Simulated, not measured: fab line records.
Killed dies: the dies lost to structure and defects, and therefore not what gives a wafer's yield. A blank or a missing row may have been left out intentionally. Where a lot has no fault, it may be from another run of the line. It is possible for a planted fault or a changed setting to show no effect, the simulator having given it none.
Struck lot and sound lot, side by side | flow rit-cmos | 15 steps out of a route of 202
Sound: wafers L189.2, L189.4, L189.5. Wafers L201.2, L201.4, L201.6 were the ones struck. The cause is given at the end.
Per side, at each step with rows, come the tool, then ch with its chambers, and then its first start. Under that, the readings that differ: sound wafers | struck wafers | difference of the means | sigmas: that difference in standard deviations of wafers without a fault.
alike: readings with means less than 2 such deviations apart, plus words and numbers identical on both sides. not compared: withheld readings, readings lacking a value on some wafer, bounds such as >300 that could conceal the same value, and numbers that have no deviation in the record and whose values overlap.
Wherever a step has rows on one side only, a row that says differs or no value, or a row with sigmas, the two part there. Numbers that don't overlap but have no deviation are shown without sigmas and don't part them. Lack of a reading on every wafer of one side parts them only where that side has two or more wafers.

RIT_M1_SPUTTER_00: material Al, target thk 400 nm, time 500 s.
  struck on pvd-sputter-04, day 7 02:15; sound on pvd-sputter-03, day 4 11:55
  alike: throttle-valve-pct
RIT_M1_RS_MEAS_01: measures by four-point-probe.
  struck on film-metro-03, day 7 02:34; sound on film-metro-03, day 4 12:14
  alike: M1_AL_RS
RIT_M1_THK_MEAS_02: measures by xrf.
  struck on film-metro-03, day 7 02:41; sound on film-metro-03, day 4 12:21
  alike: M1_AL_THK
then, 6 steps without rows for these wafers: RIT_M1_HMDS_03 (prime time 60 s); RIT_M1_COAT_04 (resist thk 1300 nm); RIT_M1_SOFTBAKE_05 (time 60 s); RIT_M1_EXPOSE_06 (exposes mask M12, target cd 2600 nm); RIT_M1_PEB_07; RIT_M1_DEVELOP_08 (develop time 68 s).
RIT_M1_CD_MEAS_09: target cd 2600 nm.
  struck on cd-sem-02, day 7 03:45; sound on cd-sem-01, day 4 13:25
  alike: cd-nm
RIT_M1_OVL_MEAS_10:
  struck on overlay-02, day 7 03:52; sound on overlay-02, day 4 13:32
  alike: M1_OVL
then, 1 step without rows for these wafers: RIT_M1_HARDBAKE_11 (time 120 s).
RIT_M1_METAL_ETCH_12: etches Al in Cl2/BCl3, stops on SiO2, time 165 s, target depth 600 nm.
  sound on rie-metal-01 ch 1, day 4 13:49; struck on rie-metal-04 ch 0,1, day 7 04:08
  reading                                 | sound             | struck            | difference | sigmas
  oes-product-au (a.u.)                   | 0.797 0.795 0.805 | 0.895 0.872 0.892 | +0.087     | +5
  run-length-s (s)                        | 193.5 193.9 193.3 | 177.5 175.8 176.8 | -16.9      | -19
  model.NOVOLAK_of_M1_COAT_04.thk-nm (nm) | 807.1 803.6 805.3 | 827.2 837.6 824.3 | +24.4      |
  alike: chamber-pressure-mTorr, drypump-motor-current-A, he-backside-leak-sccm, throttle-valve-pct
  not compared: rf-hours-counter-h
then, 1 step without rows for these wafers: RIT_M1_STRIP_13 (strips in nmp, time 600 s).
RIT_M1_PROBE_99:
  struck on prober-01, day 7 06:27; sound on prober-02, day 4 16:07
  alike: defect-limited-yield, killed-at-contacts, killed-at-front-end, killed-dies, killed-open, killed-short, sort_bin_3_pad_short, sort_bin_5_function, sort_bin_6_memory, sort-n-pass, sort-yield-pct

WHERE THEY PART
RIT_M1_METAL_ETCH_12 only, going by this record. Later steps at which nothing parts them and some readings are alike: RIT_M1_PROBE_99.

WHY: the cause the simulator had injected
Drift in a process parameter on rie-metal-04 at RIT_M1_METAL_ETCH_12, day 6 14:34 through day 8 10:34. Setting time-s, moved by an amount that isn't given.
